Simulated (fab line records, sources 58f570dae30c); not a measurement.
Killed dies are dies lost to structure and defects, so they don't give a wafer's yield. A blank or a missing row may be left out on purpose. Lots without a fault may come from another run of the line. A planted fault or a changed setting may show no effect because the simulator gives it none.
One fault seen from 2 desks | flow berkeley_cmos170 | each desk has only its own numbers; what lay behind them comes last

THE TOOL OWNER'S DESK: furnace-04
The tool's own readings at UCB170_FIELD_OXIDATION_01 (target thk 558.3 nm, ox time 7200 s): means of the sampled wafers that have a number, for each lot that ran on this tool. A lot is out of limits, marked OUT, if its mean lies more than 4 standard deviations from the usual mean; the brackets give that distance.
Columns: A = zone_power_centre_pct at UCB170_FIELD_OXIDATION_01, usual 49 %
lot  | first seen here | A
L681 | day 7 07:17     | 55
L684 | day 7 07:17     | 55
L686 | day 7 07:17     | 56
L687 | day 7 21:13     | 56
L693 | day 8 23:53     | 56
L694 | day 8 23:53     | 56
L695 | day 8 23:53     | 55
This desk's finding: nothing out of limits on any of the 7 lots.

THE METROLOGY DESK
What the gauges read, lot by lot, whatever tool the lot ran on: means of the sampled wafers that have a number. A lot is out of limits, marked OUT, if its mean lies more than 4 standard deviations from the usual mean; the brackets give that distance.
Columns: A = PFIELD_TW at UCB170_PFIELD_TW_MEAS_09, usual 597; B = FIELD_OXIDE_THK at UCB170_FIELD_THK_MEAS_02, usual 557 nm; C = FIELD_OXIDE_LEFT_1_THK at UCB170_FIELD_THK_MEAS_90, usual 440 nm; D = FIELD_OXIDE_LEFT_2_THK at UCB170_FIELD_THK_MEAS_91, usual 352 nm
lot  | first seen here | A   | B             | C             | D
L677 | day 5 22:02     | 607 | 572           | 455           | 367
L676 | day 5 22:04     | 585 | 557           | 439           | 351
L680 | day 6 05:53     | 585 | 564           | 449           | 359
L679 | day 6 06:07     | 590 | 564           | 447           | 361
L678 | day 6 06:14     | 605 | 551           | 435           | 347
L682 | day 6 22:38     | 588 | 572           | 455           | 367
L684 | day 7 04:50     | 610 | 547           | 430           | 341
L686 | day 7 05:07     | 608 | 564           | 448           | 360
L681 | day 7 05:11     | 584 | 566           | 450           | 361
L687 | day 7 17:49     | 587 | 563           | 448           | 359
L690 | day 8 05:58     | 609 | 551           | 432           | 345
L695 | day 8 16:07     | 585 | 660 (+10) OUT | 545 (+11) OUT | 458 (+11) OUT
L693 | day 8 16:24     | 603 | 661 (+10) OUT | 543 (+10) OUT | 456 (+10) OUT
L694 | day 8 16:33     | 608 | 660 (+10) OUT | 544 (+10) OUT | 456 (+10) OUT
L697 | day 9 15:02     | 591 | 556           | 438           | 349
This desk's finding: out of limits on L693, L694, L695; first on L695, day 9 02:53 (FIELD_OXIDE_THK at UCB170_FIELD_THK_MEAS_02). In limits: L677, L676, L680, L679, L678, L682, L684, L686, L681, L687, L690, L697.

PUT TOGETHER
The metrology desk could have raised an alarm at day 9 02:53, on L693, L694, L695.
The tool owner's desk saw nothing out of limits.
The tool owner's desk has L693, L694, L695 on record, within its limits.
Of the lots named, all ran UCB170_FIELD_OXIDATION_01 on furnace-04.

WHAT THE SIMULATOR HAD PUT IN
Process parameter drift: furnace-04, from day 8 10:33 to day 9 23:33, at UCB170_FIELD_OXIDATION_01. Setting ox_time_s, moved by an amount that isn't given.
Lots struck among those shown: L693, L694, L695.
Hours from the fault's start to each desk's first reading out of limits: the metrology desk, 16.
